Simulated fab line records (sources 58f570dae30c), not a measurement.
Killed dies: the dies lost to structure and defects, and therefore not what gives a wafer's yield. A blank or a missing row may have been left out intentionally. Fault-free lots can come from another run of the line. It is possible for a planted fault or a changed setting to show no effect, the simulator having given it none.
Comparing a struck lot with a sound one    flow berkeley-cmos170    14 out of 331 route steps
Sound: the wafers L797.2, L797.3, L797.5. Wafers L803.1, L803.3, L803.6 were the ones struck. Last of all comes the cause.
Per side, at each step with rows, come the tool, then ch with its chambers, and then its first start. Under that, the readings that differ: sound wafers    struck wafers    difference of the means    sigmas: that difference in standard deviations of wafers without a fault.
alike: a reading whose means differ by less than 2 such deviations, as well as words and numbers matching on both sides. not compared: withheld readings; readings where some wafer has no value; bounds like >300 that might hide an equal value; numbers whose values overlap and for which the record gives no deviation.
A row with sigmas, a row that says differs or no value, or rows on one side alone: a step with any of these is where the two part. Numbers that have no deviation but don't overlap get no sigmas and don't part them. A reading missing from all wafers of one side parts the sides only when that side holds two or more wafers.

first, 6 steps without rows for these wafers: UCB170_M2_COAT_09; UCB170_M2_COAT_10 (resist thk 900 nm); UCB170_M2_SOFTBAKE_11 (time 60 s); UCB170_M2_EXPOSE_12 (exposes mask METAL2, target cd 700 nm); UCB170_M2_PEB_13; UCB170_M2_DEVELOP_14 (develop time 45 s).
UCB170_M2_CD_MEAS_15: the cd target is 700 nm.
  sound: cd-sem-01 at day 9 03:44; struck: cd-sem-01 at day 9 18:27
reading     sound              struck             difference  sigmas
cd-nm (nm)  702.5 701.2 703.4  699.0 698.9 698.8  -3.5        -3
UCB170_M2_OVL_MEAS_16:
  sound: overlay-02 at day 9 03:51; struck: overlay-02 at day 9 18:34
reading      sound   struck   difference  sigmas
M2_OVL (nm)  4 4 -2  16 16 9  +12         +2
UCB170_M2_ETCH_17: etches BARC in N2/H2.
  sound on rie-diel-01 ch 0,1,2, day 9 03:53; struck on rie-diel-02 ch 2,3, day 9 18:37
  alike: drypump-motor-current-A, oes-product-au, throttle-valve-pct
UCB170_M2_METAL_ETCH_18: etches Al in Cl2/BCl3, stops on SiO2, target depth 1170 nm, time 195 s.
  sound on rie-metal-01 ch 1, day 9 03:55; struck on rie-metal-03 ch 0,1, day 9 18:39
  alike: drypump-motor-current-A, oes-product-au, throttle-valve-pct
  not compared: rf-hours-counter-h
UCB170_M2_STRIP_19: strips in O2.
  sound on plasma-asher-03 ch 0,1, day 9 04:07; struck on plasma-asher-04 ch 0,1, day 9 18:50
reading                sound              struck             difference  sigmas
oes-product-au (a.u.)  0.534 0.523 0.535  0.553 0.570 0.569  +0.033      +2
  alike: drypump-motor-current-A
  not compared: rf-hours-counter-h
UCB170_M2_CD_MEAS_90: the cd target is 700 nm.
  sound: cd-sem-01 at day 9 04:14; struck: cd-sem-01 at day 9 18:56
  alike: cd-nm
UCB170_V2_CVD_00: deposits SiO2 from TEOS/O2, target thk 2000 nm, time 250 s.
  sound on pecvd-03 ch 0,1,2, day 9 04:20; struck on pecvd-01 ch 0,2, day 9 19:04
  no value came back on the struck wafers for heater-power-w (W), pressure-mtorr (mTorr); on the sound wafers heater-power-w (W) reads 292 219 166
UCB170_M3_PROBE_99:
  the record holds rows for the sound wafers here (prober-02, day 9 11:03) but none for the struck ones

== WHERE THEY PART ==
At UCB170_M2_CD_MEAS_15 first; at UCB170_M3_PROBE_99 last (within this record only).

WHY: whatever the simulator had introduced
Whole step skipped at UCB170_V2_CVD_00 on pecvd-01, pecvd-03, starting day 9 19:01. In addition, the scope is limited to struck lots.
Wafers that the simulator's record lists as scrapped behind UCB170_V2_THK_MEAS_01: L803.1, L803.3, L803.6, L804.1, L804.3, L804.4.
